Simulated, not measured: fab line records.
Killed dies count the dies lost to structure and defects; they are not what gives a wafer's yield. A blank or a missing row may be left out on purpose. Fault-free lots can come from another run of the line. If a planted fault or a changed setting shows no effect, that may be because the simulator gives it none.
fab line records | flow berkeley-cmos170
record: lots: 5 wafers: 23
route steps=331 shown GATE@137 NLDD@166 PSD@183 BACKSIDE@199 SILICIDE@211 CONTACT@217 M1@244
start-h: hours from the record's first day to the start of the lot's first wafer shown | wait-h: hours elapsed since this lot's preceding step | " repeats the value in the row above | L1.1+2: several wafers, shown together as one row | - no value, or no start was given | * or withheld: withheld | < > ~ a bound
route shown NAME@n: NAME is a module with steps in the file, n the number in the route of the first one | usual: mean/standard deviation taken from wafers without a fault | same: alike in all rows | chamber/n: place in a boat | sites: readings site by site | _std_site: standard deviation of those values | _edge_site: mean of outer sites minus mean of inner sites | radius-mm: for every site, how far away it sits from the centre of the wafer | mask NAME#n: copy n | behind: the tool/chamber that last shaped the wafer | hold: the reason the lot was held/the length of the hold in hours/how it ended | device: whichever transistor did not switch (one of n, p or np) | end of line: the route-end tests of the same wafers | for a step that has no rows: nothing shown but its recipe | killed: count of dies lost to structure and defects at first sort (not the wafer's yield) | map: shows each die of a wafer: x if killed, . if not, _ if none is there
set.NAME: the setting as run; set.NAME@STEP: as run at that earlier step | model.NAME: the simulator's own value behind a step, which no gauge read
lots whose settings were changed on purpose; a table a step, a row a wafer
== steps ==
step: UCB170_GATE_DEVELOP_11
recipe: developer: TMAH develop-time-s: 45 resist: KrF dev-temp-c: 21
columns lot.wafer tool chamber start-h wait-h set.develop-time-s
L074.1+2+3 litho-track-01 0 - - 45
L074.4+6 " 0 " " 50.05
L078.1+3+5 litho-track-04 0 - - 50.09
L078.2+4 " 0 " " 45
L081.3+5+6 litho-track-03 0 - - 45
L083.1+4+5 litho-track-01 0 - - 45
L083.3+6 " 0 " " 40.25
L084.2+3 litho-track-01 0 - - 45
L084.4+5+6 " 0 " " 48.62
step: UCB170_GATE_ETCH_14
recipe: chemistry: N2/H2 target-depth-a: withheld overetch-a: withheld target: BARC time-s: withheld source-w: 500 bias-w: 100 pressure-mtorr: 30 n2-flow-sccm: 100 h2-flow-sccm: 200
step: UCB170_GATE_ETCH_15
recipe: chemistry: HBr/Cl2 target: poly-Si stop-on: SiO2 over-etch-frac: 0.3 icp-w: 300 bias-w: 150 time-s: 56.3 pressure-mtorr: 15 HBr_flow_sccm: 150 Cl2_flow_sccm: 50 target-depth-a: 2782
columns lot.wafer tool chamber start-h wait-h set.spin-rpm@GATE_COAT_07 model.KrF_of_GATE_COAT_07.thk-nm
L074.1 rie-si-02 2 160.26 - 1500 775.6
L074.2 " 3 " " 1500 778.4
L074.3 " 1 " " 1500 777
L074.4 " 0 " " 1500 779.1
L074.6 " 3 " " 1500 775.4
L078.1 rie-si-01 1 184.01 - 1500 781.3
L078.2 " 3 " " 1500 782.3
L078.3 " 2 " " 1500 775.3
L078.4 " 0 " " 1500 785.1
L078.5 " 0 " " 1500 781.9
L081.3 rie-si-02 2 200.74 - 1500 774.1
L081.5 " 0 " " 1500 775.8
L081.6 " 3 " " 1500 776.3
L083.1 rie-si-02 0 212.38 - 1462 794.4
L083.3 " 2 " " 1462 790.6
L083.4 " 1 " " 1500 782.1
L083.5 " 0 " " 1462 794.3
L083.6 " 3 " " 1500 779.7
L084.2 rie-si-01 1 212.93 - 1607 751.8
L084.3 " 2 " " 1500 778.7
L084.4 " 1 " " 1607 751.5
L084.5 " 2 " " 1500 779.1
L084.6 " 0 " " 1500 782.8
step: UCB170_NLDD_IMPLANT_08
recipe: species: As dose-cm2: 5e+13 energy-kev: 30 tilt-deg: 7 rotation-deg: 0
columns lot.wafer tool chamber start-h wait-h set.dose-cm2
L074.1+3+4 implanter-02 0 165.84 0.0 5e+13
L074.2+6 " 0 " " 4.841e+13
L078.1+2+3+4+5 implanter-04 0 189.00 0.0 5e+13
L081.3+5+6 implanter-03 0 204.87 0.1 5e+13
L083.1+3 implanter-02 0 216.78 0.0 4.737e+13
L083.4+5+6 " 0 " " 5e+13
L084.2+3+6 implanter-02 0 218.18 0.0 5e+13
L084.4+5 " 0 " " 5.152e+13
step: UCB170_PSD_IMPLANT_08
recipe: species: B dose-cm2: 3e+15 energy-kev: 20 tilt-deg: 7
columns lot.wafer tool chamber start-h wait-h set.energy-kev model.implant.rp-nm model.implant.drp-nm
L074.1+4 implanter-01 0 173.11 0.0 20 65.65 28.34
L074.2+3+6 " 0 " " 19.33 63.47 27.67
L078.1+2+3+4+5 implanter-01 0 197.24 0.0 20 65.91 28.34
L081.3+5+6 implanter-02 0 215.49 0.1 20 66.66 28.34
L084.2+3+5 implanter-04 0 226.64 0.0 19.06 61.1 27.4
L084.4+6 " 0 " " 20 64.08 28.34
L083.1+4 implanter-02 0 227.29 0.0 20 65.8 28.34
L083.3+5+6 " 0 " " 19.22 63.26 27.56
step: UCB170_PSD_STRIP_09
recipe: chemistry: O2 power-w: 400 pressure-mtorr: 3500 platen-temp-c: withheld o2-flow-sccm: 400 overash-fraction: 0.5
usual: strip-time-to-endpoint-s: 29.40/0.068
columns lot.wafer tool chamber start-h wait-h set.energy-kev@PSD_IMPLANT_08 strip-time-to-endpoint-s
L074.1 plasma-asher-02 0 173.26 0.1 20 29.49
L074.2 " 1 " " 19.33 29.21
L074.3 " 0 " " 19.33 29.10
L074.4 " 1 " " 20 29.47
L074.6 " 1 " " 19.33 29.12
L078.1 plasma-asher-02 0 197.39 0.1 20 29.44
L078.2 " 1 " " 20 29.46
L078.3 " 0 " " 20 29.43
L078.4 " 1 " " 20 29.40
L078.5 " 0 " " 20 29.44
L081.3 plasma-asher-01 1 215.62 0.1 20 29.30
L081.5 " 0 " " 20 29.34
L081.6 " 1 " " 20 29.37
L084.2 plasma-asher-02 0 226.76 0.1 19.06 28.95
L084.3 " 1 " " 19.06 28.88
L084.4 " 0 " " 20 29.31
L084.5 " 0 " " 19.06 28.82
L084.6 " 1 " " 20 29.34
L083.1 plasma-asher-02 0 227.44 0.1 20 29.45
L083.3 " 1 " " 19.22 29.19
L083.4 " 0 " " 20 29.50
L083.5 " 0 " " 19.22 29.21
L083.6 " 1 " " 19.22 29.16
step: UCB170_BACKSIDE_HMDS_00
recipe: prime-time-s: 60 prime-temp-c: 100
columns lot.wafer tool chamber start-h wait-h set.prime-time-s
L074.1+2+6 litho-track-03 0 179.04 0.4 64.21
L074.3+4 " 0 " " 60
L078.1+2+4 litho-track-04 0 200.95 0.2 60
L078.3+5 " 0 " " 65.57
L081.3+5+6 litho-track-02 0 219.76 0.1 60
L084.2+4+5 litho-track-04 0 229.95 0.2 60
L084.3+6 " 0 " " 64.6
L083.1+3+5 litho-track-02 0 230.41 0.3 60
L083.4+6 " 0 " " 64.63
step: UCB170_BACKSIDE_COAT_01
recipe: resist: KrF spin-rpm: 1500 resist-thk-nm: 900
step: UCB170_BACKSIDE_SOFTBAKE_02
recipe: resist: KrF temp-c: 130 time-s: 60
step: UCB170_SDANNEAL_RS_MEAS_05
recipe: thk-meas-gauge: four-point-probe
usual: NLDD_RS: 616.9/1.8
columns lot.wafer tool chamber start-h wait-h set.dose-cm2@NLDD_IMPLANT_08 NLDD_RS[ohm/sq]
L074.1 film-metro-01 - 180.48 0.1 5e+13 614.8
L074.2 " - " " 4.841e+13 621.7
L074.3 " - " " 5e+13 614.9
L074.4 " - " " 5e+13 615.7
L074.6 " - " " 4.841e+13 622.5
L078.1 film-metro-02 - 202.24 0.1 5e+13 615.4
L078.2 " - " " 5e+13 615.2
L078.3 " - " " 5e+13 616.2
L078.4 " - " " 5e+13 615.1
L078.5 " - " " 5e+13 615.9
L081.3 film-metro-01 - 221.03 0.1 5e+13 613.8
L081.5 " - " " 5e+13 615.1
L081.6 " - " " 5e+13 613.8
L084.2 film-metro-02 - 231.15 0.1 5e+13 618.5
L084.3 " - " " 5e+13 620.5
L084.4 " - " " 5.152e+13 610.8
L084.5 " - " " 5.152e+13 613.1
L084.6 " - " " 5e+13 617.9
L083.1 film-metro-01 - 231.62 0.1 4.737e+13 627.4
L083.3 " - " " 4.737e+13 628.3
L083.4 " - " " 5e+13 618.0
L083.5 " - " " 5e+13 616.1
L083.6 " - " " 5e+13 617.1
step: UCB170_SILICIDE_SPUTTER_01
recipe: material: Ti target-thk-nm: 30 time-s: 25 power-w: 1500 chamber-pressure-pa: 0.5
columns lot.wafer tool chamber start-h wait-h set.power-w model.Ti_of_SILICIDE_SPUTTER_01.thk-nm
L074.1 pvd-sputter-01 - 180.67 0.0 1500 29.59
L074.2 " - " " 1500 29.51
L074.3 " - " " 1619 31.72
L074.4 " - " " 1500 29.34
L074.6 " - " " 1619 31.87
L078.1 pvd-sputter-01 - 202.42 0.0 1500 29.5
L078.2 " - " " 1500 29.36
L078.3 " - " " 1500 29.38
L078.4 " - " " 1500 29.07
L078.5 " - " " 1500 29.21
L081.3 pvd-sputter-04 - 221.18 0.0 1500 30.45
L081.5 " - " " 1500 30.33
L081.6 " - " " 1500 29.98
L084.2 pvd-sputter-01 - 231.32 0.0 1562 30.46
L084.3 " - " " 1500 29.06
L084.4 " - " " 1500 29.3
L084.5 " - " " 1562 30.18
L084.6 " - " " 1562 30.74
L083.1 pvd-sputter-01 - 231.81 0.0 1500 30.19
L083.3 " - " " 1437 28.72
L083.4 " - " " 1500 29.83
L083.5 " - " " 1437 28.89
L083.6 " - " " 1500 29.99
step: UCB170_SILICIDE_RS_MEAS_02
recipe: thk-meas-gauge: four-point-probe reads: Ti_of_SILICIDE_SPUTTER_01
usual: SILICIDE_TI_RS: 26.4/0.46
columns lot.wafer tool chamber start-h wait-h set.power-w@SILICIDE_SPUTTER_01 SILICIDE_TI_RS[ohm/sq]
L074.1 film-metro-04 - 180.70 0.0 1500 26.5
L074.2 " - " " 1500 26.6
L074.3 " - " " 1619 24.4
L074.4 " - " " 1500 26.8
L074.6 " - " " 1619 24.3
L078.1 film-metro-01 - 202.45 0.0 1500 26.6
L078.2 " - " " 1500 26.8
L078.3 " - " " 1500 26.7
L078.4 " - " " 1500 27.1
L078.5 " - " " 1500 26.9
L081.3 film-metro-02 - 221.25 0.1 1500 25.7
L081.5 " - " " 1500 25.8
L081.6 " - " " 1500 26.2
L084.2 film-metro-02 - 231.37 0.0 1562 25.7
L084.3 " - " " 1500 27.1
L084.4 " - " " 1500 26.9
L084.5 " - " " 1562 26.0
L084.6 " - " " 1562 25.4
L083.1 film-metro-01 - 231.84 0.0 1500 25.9
L083.3 " - " " 1437 27.5
L083.4 " - " " 1500 26.3
L083.5 " - " " 1437 27.3
L083.6 " - " " 1500 26.0
step: UCB170_SILICIDE_THK_MEAS_03
recipe: thk-meas-gauge: xrf reads: Ti_of_SILICIDE_SPUTTER_01
usual: SILICIDE_TI_THK: 30.1/0.46
columns lot.wafer tool chamber start-h wait-h set.power-w@SILICIDE_SPUTTER_01 SILICIDE_TI_THK[nm]
L074.1 film-metro-04 - 180.82 0.1 1500 29.8
L074.2 " - " " 1500 29.5
L074.3 " - " " 1619 31.9
L074.4 " - " " 1500 29.5
L074.6 " - " " 1619 32.0
L078.1 film-metro-01 - 202.57 0.1 1500 29.9
L078.2 " - " " 1500 29.9
L078.3 " - " " 1500 29.8
L078.4 " - " " 1500 29.6
L078.5 " - " " 1500 29.6
L081.3 film-metro-02 - 221.35 0.1 1500 30.6
L081.5 " - " " 1500 30.5
L081.6 " - " " 1500 30.2
L084.2 film-metro-02 - 231.48 0.1 1562 30.7
L084.3 " - " " 1500 29.2
L084.4 " - " " 1500 29.5
L084.5 " - " " 1562 30.4
L084.6 " - " " 1562 31.0
L083.1 film-metro-01 - 231.96 0.1 1500 30.6
L083.3 " - " " 1437 29.0
L083.4 " - " " 1500 30.3
L083.5 " - " " 1437 29.3
L083.6 " - " " 1500 30.4
step: UCB170_CONTACT_CVD_01
recipe: material: PSG target-thk-nm: 700 temp-c: 450 precursor: SiH4/O2/PH3 time-s: 2820 pressure-mtorr: 300 sih4-flow-sccm: 60 o2-flow-sccm: 90 ph3-flow-sccm: 25
columns lot.wafer tool chamber start-h wait-h set.pressure-mtorr model.PSG_of_CONTACT_CVD_01.thk-nm
L074.1 - - - 1.2 300 699.2
L074.2 " - " " 300 695.9
L074.3 " - " " 300 697
L074.4 " - " " 300 707.6
L074.6 " - " " 300 703.8
L078.1 - - - 0.0 280 667.6
L078.2 " - " " 280 671.8
L078.3 " - " " 280 672.6
L078.4 " - " " 280 669.4
L078.5 " - " " 280 674.3
L081.3 lpcvd-02 1 222.23 0.5 300 700.5
L081.5 " 1 " " 300 701.5
L081.6 " 1 " " 300 703.1
L084.2 - - - 0.0 331.3 739.8
L084.3 " - " " 331.3 736.2
L084.4 " - " " 331.3 735
L084.5 " - " " 331.3 737.3
L084.6 " - " " 331.3 736.8
L083.1 - - - 1.5 266.4 655.6
L083.3 " - " " 266.4 657.1
L083.4 " - " " 266.4 659.6
L083.5 " - " " 266.4 657
L083.6 " - " " 266.4 655.5
step: UCB170_CONTACT_THK_MEAS_02
recipe: reads: PSG_of_CONTACT_CVD_01
usual: CONTACT_PSG_THK: 701/4.3
columns lot.wafer tool chamber start-h wait-h set.pressure-mtorr@CONTACT_CVD_01 CONTACT_PSG_THK[nm]
L074.1 film-metro-02 - - - 300 698
L074.2 " - " " 300 696
L074.3 " - " " 300 697
L074.4 " - " " 300 708
L074.6 " - " " 300 704
L078.1 film-metro-03 - - - 280 667
L078.2 " - " " 280 672
L078.3 " - " " 280 672
L078.4 " - " " 280 669
L078.5 " - " " 280 674
L081.3 film-metro-04 - 224.92 0.0 300 701
L081.5 " - " " 300 701
L081.6 " - " " 300 703
L084.2 film-metro-03 - - - 331.3 740
L084.3 " - " " 331.3 736
L084.4 " - " " 331.3 735
L084.5 " - " " 331.3 737
L084.6 " - " " 331.3 737
L083.1 film-metro-04 - - - 266.4 656
L083.3 " - " " 266.4 657
L083.4 " - " " 266.4 660
L083.5 " - " " 266.4 657
L083.6 " - " " 266.4 655
step: UCB170_CONTACT_ETCH_18
recipe: chemistry: CHF3/CF4/Ar target: PSG stop-on: TiSi2 CHF3_flow_sccm: 45 cf4-flow-sccm: 15 Ar_flow_sccm: 150 pressure-mtorr: 200 rf-w: 700 target-depth-a: 8400 over-etch-frac: 0.2 time-s: 195
columns lot.wafer tool chamber start-h wait-h set.time-s set.pressure-mtorr@CONTACT_CVD_01 model.CONTACT.feature-depth-nm model.etch.depth-nm model.KrF_of_CONTACT_COAT_10.thk-nm
L074.1 rie-diel-02 0 - - 210.8 300 699.2 - 678.1
L074.2 " 2 " " 195 300 695.9 - 694.3
L074.3 " 1 " " 195 300 697 - 694.5
L074.4 " 3 " " 195 300 707.6 - 693
L074.6 " 3 " " 210.8 300 703.8 703.8 676.9
L078.1 rie-diel-01 0 - - 195 280 667.6 - 691.5
L078.2 " 1 " " 195 280 671.8 671.8 697.1
L078.3 " 2 " " 195 280 672.6 - 696
L078.4 " 3 " " 195 280 669.4 669.4 697.5
L078.5 " 1 " " 195 280 674.3 - 695.4
L081.3 rie-diel-04 1 - - 195 300 700.5 700.5 691.9
L081.5 " 2 " " 195 300 701.5 701.5 697.6
L081.6 " 3 " " 195 300 703.1 703.1 692.4
L084.2 rie-diel-02 2 - - 195 331.3 739.8 739.8 692.7
L084.3 " 1 " " 195 331.3 736.2 - 693
L084.4 " 0 " " 203.8 331.3 735 735 690.6
L084.5 " 0 " " 203.8 331.3 737.3 - 690.3
L084.6 " 3 " " 203.8 331.3 736.8 - 685.8
L083.1 rie-diel-01 3 - - 195 266.4 655.6 655.6 700.8
L083.3 " 0 " " 212.5 266.4 657.1 657.1 674.8
L083.4 " 1 " " 212.5 266.4 659.6 - 678.7
L083.5 " 3 " " 212.5 266.4 657 - 686.8
L083.6 " 2 " " 195 266.4 655.5 - 701.6
step: UCB170_M1_EXPOSE_06
recipe: mask-id: METAL1 target-cd-nm: 700 na: 0.5 sigma-outer: 0.6 source-shape: conventional dose-mj: 21
columns lot.wafer tool chamber start-h wait-h mask set.dose-mj
L074.1+3 krf-scanner-01 0 189.68 - METAL1#0 19.92
L074.2+4+6 " 0 " " METAL1#0 21
L078.1+2+5 krf-scanner-01 0 208.48 - METAL1#0 21
L078.3+4 " 0 " " METAL1#0 20.5
L081.3+5+6 krf-scanner-01 0 229.33 - METAL1#0 21
L084.2+3+6 krf-scanner-01 0 237.94 - METAL1#0 21
L084.4+5 " 0 " " METAL1#0 20.17
L083.1+4 krf-scanner-02 0 239.87 - METAL1#0 21
L083.3+5+6 " 0 " " METAL1#0 22.16
step: UCB170_M1_PEB_07
recipe: peb-temp-c: 130 peb-time-s: withheld resist: KrF
step: UCB170_M1_DEVELOP_08
recipe: developer: TMAH develop-time-s: 45 resist: KrF dev-temp-c: 21
step: UCB170_M1_CD_MEAS_09
recipe: target-cd-nm: 700
usual: cd-nm: 700.4/1.4
columns lot.wafer tool chamber start-h wait-h set.dose-mj@M1_EXPOSE_06 cd-nm
L074.1 cd-sem-01 - 190.08 - 19.92 705.4
L074.2 " - " " 21 697.6
L074.3 " - " " 19.92 706.8
L074.4 " - " " 21 697.9
L074.6 " - " " 21 697.2
L078.1 cd-sem-02 - 208.88 - 21 701.4
L078.2 " - " " 21 701.1
L078.3 " - " " 20.5 705.8
L078.4 " - " " 20.5 704.6
L078.5 " - " " 21 701.3
L081.3 cd-sem-02 - 229.72 - 21 700.6
L081.5 " - " " 21 701.3
L081.6 " - " " 21 701.1
L084.2 cd-sem-02 - 238.34 - 21 700.6
L084.3 " - " " 21 699.1
L084.4 " - " " 20.17 704.5
L084.5 " - " " 20.17 707.7
L084.6 " - " " 21 698.8
L083.1 cd-sem-01 - 240.32 - 21 700.8
L083.3 " - " " 22.16 691.5
L083.4 " - " " 21 700.4
L083.5 " - " " 22.16 691.0
L083.6 " - " " 22.16 690.3
step: UCB170_M1_ETCH_11
recipe: chemistry: N2/H2 target-depth-a: withheld overetch-a: withheld target: BARC time-s: withheld source-w: 500 bias-w: 100 pressure-mtorr: 30 n2-flow-sccm: 100 h2-flow-sccm: 200
columns lot.wafer tool chamber start-h wait-h set.dose-mj@M1_EXPOSE_06 model.M1.cd-nm
L074.1 rie-diel-03 0 190.23 0.0 19.92 705.4
L074.2 " 1 " " 21 698.5
L074.3 " 2 " " 19.92 707
L074.4 " 3 " " 21 698
L074.6 " 2 " " 21 697.7
L078.1 rie-diel-03 2 209.03 0.0 21 702.3
L078.2 " 0 " " 21 700.6
L078.3 " 3 " " 20.5 706.2
L078.4 " 1 " " 20.5 705
L078.5 " 2 " " 21 702.1
L081.3 rie-diel-01 1 229.84 0.0 21 701
L081.5 " 0 " " 21 700.8
L081.6 " 3 " " 21 701.4
L084.2 rie-diel-02 0 238.48 0.0 21 701.5
L084.3 " 2 " " 21 699.7
L084.4 " 2 " " 20.17 705.1
L084.5 " 0 " " 20.17 708.6
L084.6 " 3 " " 21 699.3
L083.1 rie-diel-03 1 240.48 0.0 21 701.5
L083.3+5 " 2,3 " " 22.16 691.2
L083.4 " 3 " " 21 700.3
L083.6 " 0 " " 22.16 690
step: UCB170_M1_METAL_ETCH_12
recipe: chemistry: Cl2/BCl3 target: Al stop-on: PSG pressure-mtorr: 12 target-depth-a: 7800 over-etch-frac: 0.3 time-s: 130 icp-w: 600 bias-w: 120 Cl2_flow_sccm: 90 bcl3-flow-sccm: 45
columns lot.wafer tool chamber start-h wait-h set.dose-mj@M1_EXPOSE_06 model.M1.cd-nm
L074.1 rie-metal-03 0 190.27 - 19.92 706.9
L074.2 " 1 " " 21 699.6
L074.3 " 1 " " 19.92 707.3
L074.4 " 0 " " 21 697.9
L074.6 " 1 " " 21 698.8
L078.1 rie-metal-01 1 209.07 - 21 705
L078.2 " 0 " " 21 700.2
L078.3 " 0 " " 20.5 707.8
L078.4 " 1 " " 20.5 706.2
L078.5 " 0 " " 21 702.9
L081.3 rie-metal-03 0 229.93 - 21 703.9
L081.5 " 0 " " 21 705.3
L081.6 " 1 " " 21 702.9
L084.2 rie-metal-04 0 238.52 - 21 701.4
L084.3 " 0 " " 21 700.2
L084.4 " 1 " " 20.17 707.3
L084.5 " 1 " " 20.17 710.5
L084.6 " 0 " " 21 698.6
L083.1 rie-metal-01 1 240.52 - 21 701.9
L083.3 " 0 " " 22.16 692.1
L083.4 " 1 " " 21 700.1
L083.5 " 0 " " 22.16 691.1
L083.6 " 1 " " 22.16 690.5
step: UCB170_M1_STRIP_13
recipe: chemistry: O2 power-w: 400 pressure-mtorr: 3500 platen-temp-c: withheld o2-flow-sccm: 400 overash-fraction: 0.5
columns lot.wafer tool chamber start-h wait-h set.o2-flow-sccm
L074.1+3+6 plasma-asher-03 1,1,0 190.41 0.1 400
L074.2+4 " 0 " " 351.5
L078.1+3+4 plasma-asher-01 1,0,1 209.21 0.1 400
L078.2+5 " 0 " " 423.1
L081.3+5+6 plasma-asher-02 0,1,0 230.05 0.1 400
L084.2+3+4+5+6 plasma-asher-03 0,1,0,1,0 238.65 0.1 400
L083.1+5 plasma-asher-02 1 240.65 0.1 443
L083.3+4+6 " 1,0,0 " " 400
step: UCB170_M1_CD_MEAS_90
recipe: target-cd-nm: 700
usual: cd-nm: 701.9/2.3
columns lot.wafer tool chamber start-h wait-h set.dose-mj@M1_EXPOSE_06 cd-nm
L074.1 cd-sem-01 - 190.51 0.1 19.92 707.0
L074.2 " - " " 21 699.6
L074.3 " - " " 19.92 707.2
L074.4 " - " " 21 697.9
L074.6 " - " " 21 698.7
L078.1 cd-sem-01 - 209.31 0.1 21 704.9
L078.2 " - " " 21 699.7
L078.3 " - " " 20.5 707.5
L078.4 " - " " 20.5 706.3
L078.5 " - " " 21 703.1
L081.3 cd-sem-01 - 230.16 0.1 21 703.6
L081.5 " - " " 21 705.3
L081.6 " - " " 21 703.1
L084.2 cd-sem-01 - 238.77 0.1 21 701.7
L084.3 " - " " 21 700.0
L084.4 " - " " 20.17 707.4
L084.5 " - " " 20.17 710.7
L084.6 " - " " 21 698.5
L083.1 cd-sem-02 - 240.75 0.1 21 701.6
L083.3 " - " " 22.16 692.2
L083.4 " - " " 21 700.0
L083.5 " - " " 22.16 690.9
L083.6 " - " " 22.16 690.4
== key ==
split: step: UCB170_GATE_DEVELOP_11 setting: develop-time-s stated: 45 by: wafer
response none clear
split: step: UCB170_NLDD_IMPLANT_08 setting: dose-cm2 stated: 5e+13 by: wafer
response: step: UCB170_SDANNEAL_RS_MEAS_05 reading: NLDD_RS change: -2.13 per: 1% r: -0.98
split: step: UCB170_PSD_IMPLANT_08 setting: energy-kev stated: 20 by: wafer
response: step: UCB170_PSD_IMPLANT_08 reading: model.implant.rp-nm change: +0.643 per: 1% r: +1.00
response: step: UCB170_PSD_IMPLANT_08 reading: model.implant.drp-nm change: +0.2 per: 1% r: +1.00
response: step: UCB170_PSD_STRIP_09 reading: strip-time-to-endpoint-s change: * per: 1% r: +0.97
split: step: UCB170_BACKSIDE_HMDS_00 setting: prime-time-s stated: 60 by: wafer
response none clear
split: step: UCB170_SILICIDE_SPUTTER_01 setting: power-w stated: 1500 by: wafer
response: step: UCB170_SILICIDE_SPUTTER_01 reading: model.Ti_of_SILICIDE_SPUTTER_01.thk-nm change: +0.294 per: 1% r: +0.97
response: step: UCB170_SILICIDE_RS_MEAS_02 reading: SILICIDE_TI_RS change: -0.297 per: 1% r: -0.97
response: step: UCB170_SILICIDE_THK_MEAS_03 reading: SILICIDE_TI_THK change: +0.306 per: 1% r: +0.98
split: step: UCB170_CONTACT_CVD_01 setting: pressure-mtorr stated: 300 by: lot
response: step: UCB170_CONTACT_CVD_01 reading: model.PSG_of_CONTACT_CVD_01.thk-nm change: +3.78 per: 1% r: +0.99
response: step: UCB170_CONTACT_THK_MEAS_02 reading: CONTACT_PSG_THK change: +3.77 per: 1% r: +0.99
response: step: UCB170_CONTACT_ETCH_18 reading: model.CONTACT.feature-depth-nm change: +3.78 per: 1% r: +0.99
response: step: UCB170_CONTACT_ETCH_18 reading: model.etch.depth-nm change: +3.84 per: 1% r: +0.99
split: step: UCB170_CONTACT_ETCH_18 setting: time-s stated: 195 by: wafer
response: step: UCB170_CONTACT_ETCH_18 reading: model.KrF_of_CONTACT_COAT_10.thk-nm change: -2.04 per: 1% r: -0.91
split: step: UCB170_M1_EXPOSE_06 setting: dose-mj stated: 21 by: wafer
response: step: UCB170_M1_CD_MEAS_09 reading: cd-nm change: -1.7 per: 1% r: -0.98
response: step: UCB170_M1_ETCH_11 reading: model.M1.cd-nm change: -1.71 per: 1% r: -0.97
response: step: UCB170_M1_METAL_ETCH_12 reading: model.M1.cd-nm change: -1.81 per: 1% r: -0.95
response: step: UCB170_M1_CD_MEAS_90 reading: cd-nm change: -1.82 per: 1% r: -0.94
split: step: UCB170_M1_STRIP_13 setting: o2-flow-sccm stated: 400 by: wafer
response none clear
split outside-this-file step=UCB170_GATE_COAT_07 setting=spin-rpm
split outside-this-file: this setting was split too, and the file shows its column; the key of that split is in another file
